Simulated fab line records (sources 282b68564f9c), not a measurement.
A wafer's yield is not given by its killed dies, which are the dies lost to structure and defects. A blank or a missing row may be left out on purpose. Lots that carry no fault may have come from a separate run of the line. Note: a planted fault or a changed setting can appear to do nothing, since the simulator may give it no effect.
fab line records	flow ritCmos
record: lots: 6	wafers: 18	lastDay: 7
route steps=202 shown CONTACT@172 M1@184
lots untouched by any fault: they come from a run of this same line in which no faults occurred
startH: start of the lot's first displayed wafer, in hours after the record's first day	waitH: time in hours since the lot's previous step	" same as the row above	L1.1+2: several wafers, shown together as one row	- either no value or no given start	* or withheld: withheld	< > ~ a bound
route shown NAME@n: a module of which the file shows steps, and the number in the route of the first	usual: the fault-free wafers' mean and standard deviation	same: alike in all rows	chamber/n: place in a boat	sites: the reading at each site	_std_site: their standard deviation	_edge_site: outer sites' mean less inner sites'	radiusMm: for every site, how far away it sits from the centre of the wafer	mask NAME#n: copy n	behind: tool/chamber where the wafer was last shaped	hold: the reason the lot was held/the length of the hold in hours/how it ended	device: names the non-switching transistor (n, p or np)	end of line: at the end of the route, the tests of the same wafers	for a step that has no rows: nothing shown but its recipe	killed: at the first sort, the dies lost to defects and structure; wafer yield is something else	map: the dies of a wafer, with x for killed, . for not killed, _ for no die there
set.NAME: the setting as run; set.NAME@STEP: as run at that earlier step	model.NAME: the simulator's own value behind a step, which no gauge read
lots at selected steps of the route; one table per step, one row per wafer
services: a tool's chamber out of use, with start hour (startH, from the record's first day; less than 0 if before it), hours out, and reason
== steps ==
step: RIT_CONTACT_SOFTBAKE_04
recipe: resist: NOVOLAK	tempC: 90	timeS: 60
step: RIT_CONTACT_EXPOSE_05
recipe: maskId: M11	na: 0.6	sourceShape: conventional	sigmaOuter: 0.5	targetCdNm: 1000	doseMj: 250
step: RIT_CONTACT_PEB_06
recipe: resist: NOVOLAK	tempC: withheld	timeS: withheld
step: RIT_CONTACT_DEVELOP_07
recipe: resist: NOVOLAK	developTimeS: 120	devTempC: 23
step: RIT_CONTACT_CD_MEAS_08
recipe: targetCdNm: 1000
usual: cdNm: 1000.7/2.1
lot.wafer	tool	chamber	startH	waitH	cdNm
L966.4	cdSem-01	-	86.18	-	1002.8
L966.5	"	-	"	"	1003.3
L966.6	"	-	"	"	1003.8
L967.2	cdSem-02	-	89.62	-	1001.8
L967.5	"	-	"	"	1001.3
L967.6	"	-	"	"	1003.5
L971.1	cdSem-02	-	114.64	-	1000.7
L971.3	"	-	"	"	1002.6
L971.6	"	-	"	"	1002.9
L973.1	cdSem-02	-	121.24	-	1000.6
L973.4	"	-	"	"	1000.3
L973.6	"	-	"	"	1001.9
L981.2	cdSem-01	-	162.97	-	999.8
L981.3	"	-	"	"	998.0
L981.4	"	-	"	"	996.7
L983.1	cdSem-01	-	171.12	-	999.5
L983.3	"	-	"	"	997.4
L983.6	"	-	"	"	996.2
step: RIT_CONTACT_OVL_MEAS_09
usual: CONTACT_OVL: 0.5/1.1
lot.wafer	tool	chamber	startH	waitH	CONTACT_OVL[nm]
L966.4	overlay-02	-	86.26	0.1	1.6
L966.5	"	-	"	"	1.3
L966.6	"	-	"	"	-0.2
L967.2	overlay-02	-	89.72	0.1	0.1
L967.5	"	-	"	"	0.2
L967.6	"	-	"	"	0.4
L971.1	overlay-01	-	114.76	0.1	1.3
L971.3	"	-	"	"	0.7
L971.6	"	-	"	"	0.5
L973.1	overlay-01	-	121.36	0.1	0.9
L973.4	"	-	"	"	-0.7
L973.6	"	-	"	"	1.4
L981.2	overlay-02	-	163.08	0.1	0.4
L981.3	"	-	"	"	1.8
L981.4	"	-	"	"	0.3
L983.1	overlay-02	-	171.24	0.1	2.4
L983.3	"	-	"	"	-1.0
L983.6	"	-	"	"	0.3
step: RIT_CONTACT_HARDBAKE_10
recipe: resist: NOVOLAK	tempC: 140	timeS: 60
step: RIT_CONTACT_ETCH_11
recipe: targetDepthA: 4800	overEtchFrac: 0.2	stopOn: TiSi2	chemistry: CHF3/CF4/Ar	target: SiO2	CHF3_flow_sccm: 50	cf4FlowSccm: 10	Ar_flow_sccm: 100	O2_flow_sccm: 5	pressureMtorr: 100	rfW: 207.2	timeS: 320
usual: drypumpMotorCurrentA: 5.9/0.42	oesProductAu: 0.994/0.019	throttleValvePct: 8.86/0.09
lot.wafer	tool	chamber	startH	waitH	drypumpMotorCurrentA	oesProductAu	rfHoursCounterH	throttleValvePct
L966.4	rieDiel-03	1	86.42	0.1	6.8	0.986	159	8.98
L966.5	"	2	"	"	5.3	0.982	-	8.83
L966.6	"	3	"	"	6.4	0.975	-	8.89
L967.2	rieDiel-02	3	89.90	0.1	6.3	1.000	38	8.86
L967.5	"	1	"	"	5.6	1.037	-	8.77
L967.6	"	0	"	"	5.4	1.007	-	8.91
L971.1	rieDiel-03	3	114.95	0.1	6.4	0.964	20	8.87
L971.3	"	2	"	"	5.3	0.987	7	8.82
L971.6	"	3	"	"	6.4	0.966	-	8.87
L973.1	rieDiel-04	3	121.54	0.1	5.7	0.991	36	8.92
L973.4	"	2	"	"	6.2	0.995	5	8.79
L973.6	"	1	"	"	6.4	0.976	-	8.65
L981.2	rieDiel-03	2	163.29	0.1	5.3	0.993	8	8.84
L981.3	"	1	"	"	6.8	0.986	1	8.95
L981.4	"	1	"	"	6.8	0.984	-	8.95
L983.1	rieDiel-04	3	171.65	0.1	5.8	0.991	37	8.90
L983.3	"	0	"	"	5.6	1.006	53	8.77
L983.6	"	2	"	"	6.2	0.984	-	8.78
step: RIT_CONTACT_STRIP_12
recipe: chemistry: O2	timeS: 180	resist: NOVOLAK	platenTempC: withheld	powerW: 500	pressureMtorr: 4000	o2FlowSccm: 4000
usual: drypumpMotorCurrentA: 5.8/0.59
lot.wafer	tool	chamber	startH	waitH	drypumpMotorCurrentA	rfHoursCounterH
L966.4	plasmaAsher-04	0	86.68	0.2	6.0	-
L966.5	"	1	"	"	5.8	-
L966.6	"	0	"	"	6.0	-
L967.2	plasmaAsher-01	1	90.10	0.1	6.5	47
L967.5	"	1	"	"	6.5	-
L967.6	"	0	"	"	5.2	-
L971.1	plasmaAsher-01	1	115.14	0.1	6.5	50
L971.3	"	1	"	"	6.5	-
L971.6	"	1	"	"	6.5	-
L973.1	plasmaAsher-04	1	121.74	0.1	5.8	52
L973.4	"	0	"	"	6.0	-
L973.6	"	0	"	"	6.0	-
L981.2	plasmaAsher-03	1	163.49	0.1	4.8	31
L981.3	"	1	"	"	4.9	-
L981.4	"	0	"	"	6.3	-
L983.1	plasmaAsher-04	1	171.84	0.1	5.8	58
L983.3	"	0	"	"	6.0	-
L983.6	"	0	"	"	6.0	-
step: RIT_CONTACT_CD_MEAS_90
recipe: targetCdNm: 1000
usual: cdNm: 1001.0/2.2
lot.wafer	tool	chamber	startH	waitH	cdNm
L966.4	cdSem-02	-	86.85	0.1	1003.5
L966.5	"	-	"	"	1003.0
L966.6	"	-	"	"	1004.4
L967.2	cdSem-02	-	90.29	0.1	1002.6
L967.5	"	-	"	"	1001.5
L967.6	"	-	"	"	1003.9
L971.1	cdSem-01	-	115.32	0.1	1001.8
L971.3	"	-	"	"	1002.6
L971.6	"	-	"	"	1003.5
L973.1	cdSem-01	-	121.91	0.1	1000.7
L973.4	"	-	"	"	1000.4
L973.6	"	-	"	"	1001.7
L981.2	cdSem-02	-	163.68	0.1	999.2
L981.3	"	-	"	"	997.8
L981.4	"	-	"	"	996.5
L983.1	cdSem-02	-	172.01	0.1	1000.1
L983.3	"	-	"	"	997.4
L983.6	"	-	"	"	996.4
step: RIT_CONTACT_CLEAN_13
recipe: chemistry: SC1	mix: 3:3:50	timeS: 600	tempC: 75
step: RIT_CONTACT_CLEAN_14
recipe: chemistry: SC2	mix: 3:3:50	timeS: 600	tempC: 75	dry: n2Spin
step: RIT_M1_SPUTTER_00
recipe: material: Al	targetThkNm: 400	powerW: 2000	chamberPressurePa: 0.4	gas: Ar	timeS: 500	substrateTempC: 25
usual: throttleValvePct: 30.0/0.97
lot.wafer	tool	chamber	startH	waitH	throttleValvePct	model.Al_of_M1_SPUTTER_00.thkNm
L966.4	pvdSputter-04	-	87.44	0.0	30.2	405.3
L966.5	"	-	"	"	30.8	400.2
L966.6	"	-	"	"	31.3	402.7
L967.2	pvdSputter-02	-	90.92	0.0	30.1	402.2
L967.5	"	-	"	"	30.0	402.7
L967.6	"	-	"	"	30.2	398.5
L971.1	pvdSputter-02	-	115.80	0.0	29.8	729.1
L971.3	"	-	"	"	28.9	728.5
L971.6	"	-	"	"	28.5	724.9
L973.1	pvdSputter-02	-	122.38	0.0	28.8	731.1
L973.4	"	-	"	"	30.3	724
L973.6	"	-	"	"	30.3	726.3
L981.2	pvdSputter-01	-	164.16	0.0	29.7	399.2
L981.3	"	-	"	"	29.3	398.9
L981.4	"	-	"	"	31.0	399
L983.1	pvdSputter-01	-	172.52	0.0	29.2	395.6
L983.3	"	-	"	"	29.4	398.8
L983.6	"	-	"	"	29.0	397.1
step: RIT_M1_RS_MEAS_01
recipe: thkMeasGauge: four-point-probe	reads: Al_of_M1_SPUTTER_00
usual: M1_AL_RS: 0.0737/0.0008
lot.wafer	tool	chamber	startH	waitH	M1_AL_RS[ohm/sq]
L966.4	filmMetro-03	-	87.79	0.2	0.0726
L966.5	"	-	"	"	0.0734
L966.6	"	-	"	"	0.0731
L967.2	filmMetro-03	-	91.23	0.2	0.0730
L967.5	"	-	"	"	0.0731
L967.6	"	-	"	"	0.0738
L971.1	filmMetro-04	-	116.10	0.1	0.0400
L971.3	"	-	"	"	0.0401
L971.6	"	-	"	"	0.0402
L973.1	filmMetro-02	-	122.68	0.1	0.0398
L973.4	"	-	"	"	0.0403
L973.6	"	-	"	"	0.0401
L981.2	filmMetro-03	-	164.50	0.2	0.0736
L981.3	"	-	"	"	0.0736
L981.4	"	-	"	"	0.0736
L983.1	filmMetro-04	-	172.84	0.2	0.0743
L983.3	"	-	"	"	0.0739
L983.6	"	-	"	"	0.0741
step: RIT_M1_THK_MEAS_02
recipe: thkMeasGauge: xrf	reads: Al_of_M1_SPUTTER_00
usual: M1_AL_THK: 399/5
lot.wafer	tool	chamber	startH	waitH	M1_AL_THK[nm]
L966.4	filmMetro-03	-	87.88	0.1	404
L966.5	"	-	"	"	400
L966.6	"	-	"	"	402
L967.2	filmMetro-03	-	91.34	0.1	402
L967.5	"	-	"	"	402
L967.6	"	-	"	"	398
L971.1	filmMetro-04	-	116.22	0.1	736
L971.3	"	-	"	"	731
L971.6	"	-	"	"	732
L973.1	filmMetro-02	-	122.80	0.1	726
L973.4	"	-	"	"	722
L973.6	"	-	"	"	721
L981.2	filmMetro-03	-	164.61	0.1	399
L981.3	"	-	"	"	399
L981.4	"	-	"	"	399
L983.1	filmMetro-04	-	172.96	0.1	397
L983.3	"	-	"	"	400
L983.6	"	-	"	"	398
step: RIT_M1_HMDS_03
recipe: primeTimeS: 60	primeTempC: 140
step: RIT_M1_COAT_04
recipe: resist: NOVOLAK	spinRpm: 2000	resistThkNm: 1300
step: RIT_M1_SOFTBAKE_05
recipe: resist: NOVOLAK	tempC: 90	timeS: 60
step: RIT_M1_EXPOSE_06
recipe: maskId: M12	na: 0.6	sourceShape: conventional	sigmaOuter: 0.5	targetCdNm: 2600	doseMj: 250
step: RIT_M1_PEB_07
recipe: resist: NOVOLAK	tempC: withheld	timeS: withheld
step: RIT_M1_DEVELOP_08
recipe: resist: NOVOLAK	developTimeS: 68	devTempC: 23
step: RIT_M1_CD_MEAS_09
recipe: targetCdNm: 2600
usual: cdNm: 2599.3/2.2
lot.wafer	tool	chamber	startH	waitH	cdNm
L966.4	cdSem-01	-	88.85	-	2598.2
L966.5	"	-	"	"	2596.0
L966.6	"	-	"	"	2597.5
L967.2	cdSem-01	-	92.29	-	2598.7
L967.5	"	-	"	"	2599.7
L967.6	"	-	"	"	2600.0
L971.1	cdSem-02	-	117.18	-	2600.9
L971.3	"	-	"	"	2598.8
L971.6	"	-	"	"	2597.7
L973.1	cdSem-02	-	123.86	-	2597.3
L973.4	"	-	"	"	2598.0
L973.6	"	-	"	"	2598.7
L981.2	cdSem-01	-	165.56	-	2595.3
L981.3	"	-	"	"	2595.4
L981.4	"	-	"	"	2596.9
L983.1	cdSem-01	-	174.02	-	2601.5
L983.3	"	-	"	"	2603.9
L983.6	"	-	"	"	2600.0
step: RIT_M1_OVL_MEAS_10
usual: M1_OVL: 1.0/1.7
lot.wafer	tool	chamber	startH	waitH	M1_OVL[nm]
L966.4	overlay-01	-	88.93	0.1	0.8
L966.5	"	-	"	"	1.8
L966.6	"	-	"	"	0.0
L967.2	overlay-01	-	92.40	0.1	0.3
L967.5	"	-	"	"	2.6
L967.6	"	-	"	"	2.4
L971.1	overlay-01	-	117.30	0.1	-0.8
L971.3	"	-	"	"	-1.8
L971.6	"	-	"	"	-1.8
L973.1	overlay-01	-	123.98	0.1	1.1
L973.4	"	-	"	"	1.9
L973.6	"	-	"	"	3.3
L981.2	overlay-02	-	165.67	0.1	0.9
L981.3	"	-	"	"	2.1
L981.4	"	-	"	"	0.4
L983.1	overlay-02	-	174.14	0.1	-1.4
L983.3	"	-	"	"	0.4
L983.6	"	-	"	"	-2.5
step: RIT_M1_HARDBAKE_11
recipe: resist: NOVOLAK	tempC: 140	timeS: 120
step: RIT_M1_METAL_ETCH_12
recipe: stopOn: SiO2	chemistry: Cl2/BCl3	target: Al	timeS: 165	overEtchFrac: 0.5	pressureMtorr: 100	targetDepthA: 6000	rfW: 247.3	Cl2_flow_sccm: 60	bcl3FlowSccm: 50
usual: drypumpMotorCurrentA: 5.8/0.69	oesProductAu: 0.773/0.013	throttleValvePct: 8.21/0.1
lot.wafer	tool	chamber	startH	waitH	drypumpMotorCurrentA	oesProductAu	rfHoursCounterH	throttleValvePct
L966.4	rieMetal-04	0	89.42	0.2	5.0	0.770	-	8.08
L966.5	"	0	"	"	5.0	0.760	-	8.07
L966.6	"	0	"	"	5.0	0.770	-	8.06
L967.2	rieMetal-03	0	92.68	0.2	5.4	0.766	4	8.34
L967.5	"	1	"	"	6.6	0.781	-	8.19
L967.6	"	0	"	"	5.4	0.772	-	8.35
L971.1	rieMetal-01	0	117.58	0.2	6.3	0.982	3	8.11
L971.3	"	0	"	"	6.3	0.976	-	8.11
L971.6	"	0	"	"	6.4	0.984	-	8.10
L973.1	rieMetal-03	1	124.27	0.2	6.6	1.009	4	8.16
L973.4	"	0	"	"	5.4	0.964	-	8.31
L973.6	"	1	"	"	6.6	1.003	-	8.13
L981.2	rieMetal-04	1	165.95	0.2	6.6	0.784	0	8.28
L981.3	"	1	"	"	6.7	0.784	-	8.29
L981.4	"	0	"	"	5.0	0.768	-	8.05
L983.1	rieMetal-01	0	174.43	0.2	6.3	0.779	3	8.15
L983.3	"	0	"	"	6.4	0.782	-	8.13
L983.6	"	1	"	"	5.0	0.788	-	8.15
step: RIT_M1_STRIP_13
recipe: chemistry: nmp	resist: NOVOLAK	tempC: 80	timeS: 600	dry: n2Spin
step: RIT_M1_PROBE_99
usual: defectLimitedYield: 97.4/1.2	killed_at_M0_to_M3: 0/0	killedAtFrontEnd: 7/3.3	killedDies: 7/3.3	killedOnRim: 1.9/1.4	killedOpen: 3.3/1.9	killedShort: 3.6/2.1	sort_bin_3_pad_short: 0.1/0.23	sort_bin_5_function: 1.5/0.92	sort_bin_6_memory: 1.0/0.64	sortNPass: 257/3.3	sortYieldPct: 97.4/1.2
same: grossDies: 264	killed_at_M4_up: 0	killedAtBackSide: 0	killedAtContacts: 0	killedAtOther: 0
lot.wafer	tool	chamber	startH	waitH	defectLimitedYield[%]	killed_at_M0_to_M3	killedAtFrontEnd	killedDies	killedOnRim	killedOpen	killedShort	sort_bin_3_pad_short[%]	sort_bin_5_function[%]	sort_bin_6_memory[%]	sortNPass	sortYieldPct[%]	model.etest.tester.sortNPass	model.etest.tester.sortYieldPct	model.etest.tester.sort_bin_5_pct	model.etest.nmos_0p3.overLimit	model.etest.gateEndArray.overLimit	model.etest.nmos_0p3.short	model.etest.nwellPinched.short	model.etest.pwell.short
L966.4	prober-01	-	92.00	0.2	99.6	0	1	1	0	1	0	0	0	0.4	263	99.6	263	99.62	0	0	0	0	0	0
L966.5	prober-01	-	92.05	0.2	98.1	0	5	5	1	3	2	0	1.1	0.8	259	98.1	259	98.11	1.136	0	0	0	0	0
L966.6	prober-01	-	92.10	0.2	97.3	0	7	7	3	3	4	0	0.8	1.9	257	97.3	257	97.35	0.7576	0	0	0	0	0
L967.2	prober-02	-	95.00	0.1	95.8	0	11	11	2	5	6	0.8	1.9	1.5	253	95.8	253	95.83	1.894	0	0	0	0	0
L967.5	prober-02	-	95.15	0.2	97.3	0	7	7	3	2	5	0	0.8	1.9	257	97.3	257	97.35	0.7576	0	0	0	0	0
L967.6	prober-02	-	95.20	0.2	98.1	0	5	5	1	3	2	0	0.4	1.5	259	98.1	259	98.11	0.3788	0	0	0	0	0
L971.1	prober-02	-	119.85	0.1	0	257	7	264	70	3	4	0	98.5	1.5	0	0	0	0	98.48	1	1	1	1	1
L971.3	prober-02	-	119.95	0.2	0	257	7	264	70	4	3	0.4	98.9	0.8	0	0	0	0	98.86	1	1	1	1	1
L971.6	prober-02	-	120.10	0.2	0	254	10	264	70	6	4	0	99.2	0.8	0	0	0	0	99.24	1	1	1	1	1
L973.1	prober-02	-	126.52	0.1	0	254	10	264	70	6	4	0	98.5	1.5	0	0	0	0	98.48	1	1	1	1	1
L973.4	prober-02	-	126.67	0.2	0	255	9	264	70	3	6	0	98.1	1.9	0	0	0	0	98.11	1	1	1	1	1
L973.6	prober-02	-	126.77	0.2	0	256	8	264	70	4	4	0.4	99.2	0.4	0	0	0	0	99.24	1	1	1	1	1
L981.2	prober-02	-	168.27	0.1	97.7	0	6	6	2	5	1	0	1.5	0.8	258	97.7	258	97.73	1.515	0	0	0	0	0
L981.3	prober-02	-	168.32	0.2	98.5	0	4	4	1	2	2	0	1.1	0.4	260	98.5	260	98.48	1.136	0	0	0	0	0
L981.4	prober-02	-	168.37	0.2	97.0	0	8	8	2	5	3	0	2.7	0.4	256	97.0	256	96.97	2.652	0	0	0	0	0
L983.1	prober-02	-	176.68	0.1	97.7	0	6	6	1	2	4	0.4	1.5	0.4	258	97.7	258	97.73	1.515	0	0	0	0	0
L983.3	prober-02	-	176.78	0.2	98.5	0	4	4	1	1	3	0	0	1.5	260	98.5	260	98.48	0	0	0	0	0	0
L983.6	prober-02	-	176.93	0.2	97.7	0	6	6	2	1	5	0	1.1	1.1	258	97.7	258	97.73	1.136	0	0	0	0	0
killed by level:class
L966.4 REOX:geometricParticle:open=1
L966.5 FOX1:geometricParticle:open=1 FOX2:geometricParticle:short=1 GATE:geometricParticle:open=1 GATE:geometricParticle:short=1 SPACER:geometricParticle:open=1
L966.6 SPACER:geometricParticle:short=3 FOX1:geometricParticle:short=1 FOX2:geometricParticle:open=1 REOX:geometricParticle:open=1 SPACER:geometricParticle:open=1
L967.2 GATE:geometricParticle:short=4 GATE:geometricParticle:open=3 FOX2:geometricParticle:open=1 SPACER:geometricParticle:short=1 SILICIDE:geometricParticle:short=1 SILICIDE:geometricParticle:open=1
L967.5 GATE:geometricParticle:short=3 GATE:geometricParticle:open=2 FOX2:geometricParticle:short=1 SILICIDE:geometricParticle:short=1
L967.6 GATE:geometricParticle:short=2 FOX1:geometricParticle:open=1 FOX2:geometricParticle:open=1 SILICIDE:geometricParticle:open=1
L971.1 M1:areaEtch=257 GATE:geometricParticle:short=4 FOX1:geometricParticle:open=1 FOX2:geometricParticle:open=1 GATE:geometricParticle:open=1
L971.3 M1:areaEtch=257 GATE:geometricParticle:open=3 SPACER:geometricParticle:short=2 FOX1:geometricParticle:open=1 GATE:geometricParticle:short=1
L971.6 M1:areaEtch=254 FOX1:geometricParticle:short=2 GATE:geometricParticle:short=2 SPACER:geometricParticle:open=2 FOX1:geometricParticle:open=1 GATE:geometricParticle:open=1 REOX:geometricParticle:open=1 SILICIDE:geometricParticle:open=1
L973.1 M1:areaEtch=254 GATE:geometricParticle:open=3 GATE:geometricParticle:short=3 FOX1:geometricParticle:open=2 FOX1:geometricParticle:short=1 SILICIDE:geometricParticle:open=1
L973.4 M1:areaEtch=255 FOX1:geometricParticle:short=3 FOX1:geometricParticle:open=2 FOX2:geometricParticle:short=1 GATE:geometricParticle:short=1 SPACER:geometricParticle:short=1 SILICIDE:geometricParticle:open=1
L973.6 M1:areaEtch=256 GATE:geometricParticle:open=3 REOX:geometricParticle:short=3 REOX:geometricParticle:open=1 SILICIDE:geometricParticle:short=1
L981.2 GATE:geometricParticle:open=2 FOX1:geometricParticle:open=1 FOX2:geometricParticle:open=1 GATE:geometricParticle:short=1 REOX:geometricParticle:open=1
L981.3 GATE:geometricParticle:short=2 GATE:geometricParticle:open=1 REOX:geometricParticle:open=1
L981.4 GATE:geometricParticle:open=3 GATE:geometricParticle:short=2 REOX:geometricParticle:short=1 SPACER:geometricParticle:open=1 SILICIDE:geometricParticle:open=1
L983.1 GATE:geometricParticle:short=2 GATE:geometricParticle:open=1 REOX:geometricParticle:short=1 SPACER:geometricParticle:short=1 SILICIDE:geometricParticle:open=1
L983.3 SPACER:geometricParticle:short=2 FOX2:geometricParticle:short=1 GATE:geometricParticle:open=1
L983.6 FOX1:geometricParticle:short=2 GATE:geometricParticle:short=2 FOX2:geometricParticle:short=1 GATE:geometricParticle:open=1
map L971.1 (x killed, . not)
________xxxxxxx_______
_____xxxxxxxxxxxxx____
____xxxxxxxxxxxxxxx___
___xxxxxxxxxxxxxxxxx__
__xxxxxxxxxxxxxxxxxxx_
__xxxxxxxxxxxxxxxxxxx_
_xxxxxxxxxxxxxxxxxxxxx
_xxxxxxxxxxxxxxxxxxxxx
_xxxxxxxxxxxxxxxxxxxxx
_xxxxxxxxxxxxxxxxxxxxx
__xxxxxxxxxxxxxxxxxxx_
__xxxxxxxxxxxxxxxxxxx_
___xxxxxxxxxxxxxxxxx__
____xxxxxxxxxxxxxxx___
_____xxxxxxxxxxxxx____
________xxxxxxx_______
map L973.1 (x killed, . not)
________xxxxxxx_______
_____xxxxxxxxxxxxx____
____xxxxxxxxxxxxxxx___
___xxxxxxxxxxxxxxxxx__
__xxxxxxxxxxxxxxxxxxx_
__xxxxxxxxxxxxxxxxxxx_
_xxxxxxxxxxxxxxxxxxxxx
_xxxxxxxxxxxxxxxxxxxxx
_xxxxxxxxxxxxxxxxxxxxx
_xxxxxxxxxxxxxxxxxxxxx
__xxxxxxxxxxxxxxxxxxx_
__xxxxxxxxxxxxxxxxxxx_
___xxxxxxxxxxxxxxxxx__
____xxxxxxxxxxxxxxx___
_____xxxxxxxxxxxxx____
________xxxxxxx_______
== services ==
tool	chamber	startH	hours	kind
rieMetal-03	1	64.17	4.9	repair
rieDiel-02	3	67.37	15.7	repair
rieDiel-03	1	68.17	6.2	repair
rieDiel-03	0	68.49	5.7	repair
rieMetal-04	1	73.75	20.2	repair
rieDiel-03	-	85.58	0.6	repair
rieDiel-03	2	96.21	16.5	repair
plasmaAsher-03	-	99.91	28.1	pm
rieDiel-03	1	112.70	-	clean
rieDiel-03	1	112.70	15.8	scheduledDown
rieDiel-03	1	112.70	15.8	ventCycle
rieMetal-01	-	112.99	1.4	pm
rieDiel-03	3	121.65	1.3	repair
rieMetal-01	-	124.36	28.1	pm
rieDiel-04	-	126.30	2.6	repair
plasmaAsher-01	-	129.07	1.5	repair
rieMetal-04	-	136.12	20.0	pm
rieMetal-04	0	136.12	20.0	ventCycle
plasmaAsher-03	-	136.23	5.4	repair
pvdSputter-01	-	138.47	10.1	repair
rieDiel-03	3	139.45	32.5	repair
rieDiel-03	-	148.19	2.8	pm
rieDiel-04	-	149.86	0.8	repair
plasmaAsher-04	-	166.80	0.8	repair
== key ==
firstSign: step: RIT_M1_RS_MEAS_01	reading: M1_AL_RS	direction: down	sigmas: 42	usual: 0.0737	struck: 0.0401
effect: step: RIT_M1_THK_MEAS_02	reading: M1_AL_THK	direction: up	sigmas: 66	usual: 399	struck: 728
effect: step: RIT_M1_METAL_ETCH_12	reading: oesProductAu	direction: up	sigmas: 16	usual: 0.773	struck: 0.986
effect: step: RIT_M1_PROBE_99	reading: killed_at_M0_to_M3	direction: up	sigmas: 99+	usual: 0	struck: 255.5
modelEffect: step: RIT_M1_SPUTTER_00	value: Al_of_M1_SPUTTER_00.thkNm	without: 399.2	struck: 727.3
modelEffect: step: RIT_M1_PROBE_99	value: etest.tester.sortNPass	without: 255.5	struck: 0
moreKillsBornAt: RIT_M1_METAL_ETCH_12@rieMetal-01: 768	RIT_M1_METAL_ETCH_12@rieMetal-03: 765
metAt RIT_M1_SPUTTER_00
struckWafers L971.1,L971.3,L971.6,L973.1,L973.4,L973.6
laterRowsLeftOut L971.1,L971.3,L971.6,L973.1,L973.4,L973.6
onsetBetween 90.92 115.80
fault: kind: processParameterDrift	tool: pvdSputter-02	chamber: -	onsetH: 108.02	steps: RIT_M1_SPUTTER_00	channel: targetThkNm	offset: 328.18	shape: step	endH: 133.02	stated: 400
laterRowsLeftOut: the simulator's readings of these wafers behind a module that went badly wrong aren't trusted and aren't shown, but for the sort
